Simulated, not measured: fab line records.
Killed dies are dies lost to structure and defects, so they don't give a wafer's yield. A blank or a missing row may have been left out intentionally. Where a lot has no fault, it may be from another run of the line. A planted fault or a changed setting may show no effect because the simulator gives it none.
Which tool is to blame? -- flow rit-cmos -- 14 lots, 42 wafers sampled, at 5 steps of a route of 202

== WHAT THE GAUGES READ, wafer by wafer ==
RIT_GATE_OVL_MEAS_17.
lot,measured,on,GATE_OVL (nm)
L750,day 2 22:03,overlay-02,2.1 1.6 -0.1
L749,day 2 22:20,overlay-01,1.1 0.6 2.1
L751,day 3 04:51,overlay-02,1.6 0.0 -0.1
L753,day 3 15:11,overlay-02,0.8 1.2 -0.8
L754,day 3 17:33,overlay-02,0.7 0.5 -0.9
L757,day 4 08:17,overlay-02,-0.9 -0.2 -0.9
L759,day 4 20:35,overlay-01,0.2 -1.1 -0.6
L761,day 5 10:27,overlay-01,2.7 2.8 1.5
L764,day 6 02:05,overlay-01,-0.5 -0.5 -1.1
L766,day 6 11:06,overlay-02,-1.1 -0.2 0.1
L767,day 6 14:58,overlay-01,-0.2 -0.6 -1.4
L769,day 6 22:53,overlay-02,0.0 0.9 1.0
L771,day 7 04:55,overlay-01,-0.3 0.0 -0.8
L772,day 7 09:29,overlay-01,1.4 -1.4 2.4

RIT_CONTACT_THK_MEAS_01.
lot,measured,on,CONTACT_TEOS_THK (nm)
L750,day 3 15:02,film-metro-01,401 395 400
L749,day 3 13:29,film-metro-03,406 402 414
L751,day 3 19:42,film-metro-04,399 409 401
L753,day 4 07:04,film-metro-01,397 395 390
L754,day 4 07:29,film-metro-01,404 398 406
L757,day 4 23:44,film-metro-01,400 394 449
L759,day 5 11:02,film-metro-01,443 401 399
L761,day 6 01:34,film-metro-01,398 400 404
L764,day 6 17:23,film-metro-04,404 400 409
L766,day 7 01:58,film-metro-01,397 402 400
L767,day 7 05:02,film-metro-01,397 402 396
L769,day 7 13:15,film-metro-01,394 408 400
L771,day 7 20:07,film-metro-03,399 389 402
L772,day 8 01:03,film-metro-01,407 401 403

== WHICH TOOL RAN EACH LOT (tool, then ch and the chambers of the sampled wafers, then the start) ==
lot,RIT_GATE_STRIP_20,RIT_PSD_STRIP_09,RIT_CONTACT_CVD_00
L750,"plasma-asher-01 ch 0,1, day 2 22:29","plasma-asher-02 ch 0,1, day 3 13:20","pecvd-01 ch 0,2, day 3 14:59"
L749,"plasma-asher-04 ch 0, day 2 22:37","plasma-asher-02 ch 0,1, day 3 11:46","pecvd-03 ch 0,2, day 3 13:26"
L751,"plasma-asher-02 ch 0,1, day 3 05:11","plasma-asher-04 ch 0,1, day 3 18:01","pecvd-04 ch 0,1, day 3 19:37"
L753,"plasma-asher-01 ch 0,1, day 3 15:29","plasma-asher-01 ch 0,1, day 4 05:17","pecvd-01 ch 0,1,2, day 4 07:01"
L754,"plasma-asher-01 ch 0,1, day 3 17:51","plasma-asher-01 ch 0,1, day 4 05:43","pecvd-04 ch 0,1,2, day 4 07:26"
L757,"plasma-asher-01 ch 0,1, day 4 08:34","plasma-asher-04 ch 0,1, day 4 22:02","pecvd-04 ch 0,1,2, day 4 23:41"
L759,"plasma-asher-04 ch 0,1, day 4 20:53","plasma-asher-04 ch 0,1, day 5 09:19","pecvd-04 ch 0,1,2, day 5 10:58"
L761,"plasma-asher-04 ch 0,1, day 5 10:44","plasma-asher-04 ch 0,1, day 5 23:52","pecvd-01 ch 0,1,2, day 6 01:31"
L764,"plasma-asher-04 ch 0,1, day 6 02:23","plasma-asher-01 ch 0, day 6 15:40","pecvd-01 ch 0,1,2, day 6 17:19"
L766,"plasma-asher-04 ch 0,1, day 6 11:26","plasma-asher-01 ch 0,1, day 7 00:14","pecvd-03 ch 0,2, day 7 01:53"
L767,"plasma-asher-01 ch 0,1, day 6 15:23","plasma-asher-02 ch 0,1, day 7 03:19","pecvd-01 ch 1,2, day 7 04:58"
L769,"plasma-asher-02 ch 0,1, day 6 23:11","plasma-asher-01 ch 0,1, day 7 11:26","pecvd-03 ch 1,2, day 7 13:12"
L771,"plasma-asher-04 ch 0,1, day 7 05:12","plasma-asher-04 ch 0,1, day 7 18:20","pecvd-04 ch 1,2, day 7 20:04"
L772,"plasma-asher-04 ch 0,1, day 7 09:55","plasma-asher-04 ch 0,1, day 7 23:21","pecvd-03 ch 0,1,2, day 8 00:59"
- RIT_GATE_STRIP_20: strips in O2, time 180 s.
- RIT_PSD_STRIP_09: strips in O2, time 180 s.
- RIT_CONTACT_CVD_00: deposits SiO2 from TEOS, target thk 400 nm, time 61 s.

== AS READ BY THE TOOLS THEMSELVES (means over the sampled wafers that have a number; for cases with no such wafer, the mark the record gives instead) ==
RIT_GATE_STRIP_20.
lot,tool,drypump-motor-current-A (A)
L750,plasma-asher-01,6.1
L749,plasma-asher-04,6.2
L751,plasma-asher-02,5.6
L753,plasma-asher-01,5.8
L754,plasma-asher-01,6.2
L757,plasma-asher-01,5.8
L759,plasma-asher-04,6.0
L761,plasma-asher-04,5.7
L764,plasma-asher-04,6.0
L766,plasma-asher-04,6.0
L767,plasma-asher-01,5.8
L769,plasma-asher-02,5.8
L771,plasma-asher-04,6.0
L772,plasma-asher-04,6.0

RIT_PSD_STRIP_09.
lot,tool,drypump-motor-current-A (A)
L750,plasma-asher-02,5.8
L749,plasma-asher-02,5.8
L751,plasma-asher-04,5.7
L753,plasma-asher-01,6.2
L754,plasma-asher-01,6.2
L757,plasma-asher-04,6.0
L759,plasma-asher-04,5.7
L761,plasma-asher-04,6.0
L764,plasma-asher-01,5.5
L766,plasma-asher-01,6.2
L767,plasma-asher-02,5.6
L769,plasma-asher-01,5.8
L771,plasma-asher-04,6.0
L772,plasma-asher-04,5.7

RIT_CONTACT_CVD_00.
lot,tool,heater-power-w (W),run-length-s (s)
L750,pecvd-01,299,88.7
L749,pecvd-03,358,89.2
L751,pecvd-04,271,88.8
L753,pecvd-01,325,89.1
L754,pecvd-04,313,88.6
L757,pecvd-04,290,91.3
L759,pecvd-04,297,91.0
L761,pecvd-01,324,88.9
L764,pecvd-01,337,88.7
L766,pecvd-03,367,89.3
L767,pecvd-01,326,89.1
L769,pecvd-03,349,89.1
L771,pecvd-04,261,88.9
L772,pecvd-03,333,89.3

== THE ANSWER, worked out from the rows above alone ==
Rule: the usual values come from the lots themselves. Put in order of their means at a reading, lots are off if they are a third of the lots or fewer, leave a main group of 4 or more, and stand apart from it by a gap of 3 or more times the standard deviation of the main group's means; of several such gaps the widest counts. If all means in a main group match to the digits the tables above print for the reading, that group is not used. Also off: a lot with no number at a reading for which 4 or more lots have one. The other lots that the step has rows for count as sound. The gauges are gone through in route order, then the tools' own readings, and for those a lot's mean is taken as printed above. At the first step where some lot is off, the reading lying furthest off is the one used; lots without a number count as furthest.
Off at RIT_CONTACT_CVD_00 (run-length-s): L757, L759. For the main group the mean is 89.0 s and the standard deviation 0.23.
A tool fits if, at that step or a process step before it, it ran every lot that is off, and no sound lot after the first of them. Not one of the candidates tried fits.

== WHAT THE SIMULATOR PUT IN ==
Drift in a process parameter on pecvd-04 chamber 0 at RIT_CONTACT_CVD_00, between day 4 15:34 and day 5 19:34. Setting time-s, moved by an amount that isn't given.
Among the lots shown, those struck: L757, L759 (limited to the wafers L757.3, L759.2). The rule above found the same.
